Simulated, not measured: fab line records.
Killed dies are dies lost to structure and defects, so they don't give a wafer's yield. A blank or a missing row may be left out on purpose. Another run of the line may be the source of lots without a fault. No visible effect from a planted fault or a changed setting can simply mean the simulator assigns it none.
Struck lot and sound lot, side by side -- flow berkeley cmos170 -- 14 out of 331 route steps
Sound: wafers L789.1, L789.2, L789.4. The struck wafers were L807.2, L807.3, L807.4. At the end, the cause is stated.
At each step with rows: each side's tool, then ch and its chambers, then its first start. Under that, the readings that differ: sound wafers -- struck wafers -- difference of the means -- sigmas: that difference in standard deviations of wafers without a fault.
alike: a reading whose means differ by less than 2 such deviations, as well as words and numbers matching on both sides. not compared: withheld readings; readings where some wafer has no value; bounds like >300 that might hide an equal value; numbers whose values overlap and for which the record gives no deviation.
Wherever a step has rows on one side only, a row that says differs or no value, or a row with sigmas, the two part there. Numbers that don't overlap but have no deviation are shown without sigmas and don't part them. A reading that every wafer of one side lacks parts them only if that side has two wafers or more.

first, 3 steps without rows for these wafers: UCB170_PWELL_CLEAN_00 (cleans in SPM, time 600 s); UCB170_PWELL_CLEAN_01 (cleans in dHF, time 60 s); UCB170_PWELL_OXIDATION_02 (target thk 26.4 nm, ox time 1260 s).
UCB170_PWELL_THK_MEAS_03:
  sound: film metro-01 at day 3 05:32; struck: film metro-03 at day 6 23:52
reading,sound,struck,difference,sigmas
PWELL_OXIDE_THK (nm),25.7 25.2 26.0,27.1 26.4 26.6,+1.1,+2
then, 2 steps without rows for these wafers: UCB170_PWELL_ANNEAL_04 (time 900 s); UCB170_PWELL_CVD_05 (deposits Si3N4 from SiH2Cl2/NH3, target thk 220 nm, time 3300 s).
UCB170_PWELL_THK_MEAS_06:
  sound: film metro-01 at day 3 11:17; struck: film metro-04 at day 7 08:26
  alike: PWELL_NITRIDE_THK
then, 5 steps without rows for these wafers: UCB170_PWELL_HMDS_07 (prime time 60 s); UCB170_PWELL_COAT_08 (resist thk 900 nm); UCB170_PWELL_SOFTBAKE_09 (time 60 s); UCB170_PWELL_EXPOSE_10 (exposes mask PWELL, target cd 3000 nm); UCB170_PWELL_PEB_11.
UCB170_PWELL_DEVELOP_12: develop time 45 s.
  sound on litho track-02 ch 0, day 3 12:00; struck on litho track-01, day 7 10:00
  no value came back on the struck wafers for chill plate temp C (C), develop time s (s), resist line temp C (C); on the sound wafers chill plate temp C (C) reads 22.76 22.85 22.95
reading,sound,struck,difference,sigmas
model.KrF_of_PWELL_COAT_08.thk nm (nm),886.6 889.3 886.1,900.2 900.9 900,+13.0,
UCB170_PWELL_OVL_MEAS_13:
  sound: overlay-01 at day 3 12:49; struck: overlay-02 at day 7 10:44
reading,sound,struck,difference,sigmas
PWELL_OVL (nm),15 11 3,- - -,no value on the struck wafers,

## WHERE THEY PART
First at UCB170_PWELL_THK_MEAS_03; last, within this record, at UCB170_PWELL_OVL_MEAS_13.

WHY: the cause the simulator had injected
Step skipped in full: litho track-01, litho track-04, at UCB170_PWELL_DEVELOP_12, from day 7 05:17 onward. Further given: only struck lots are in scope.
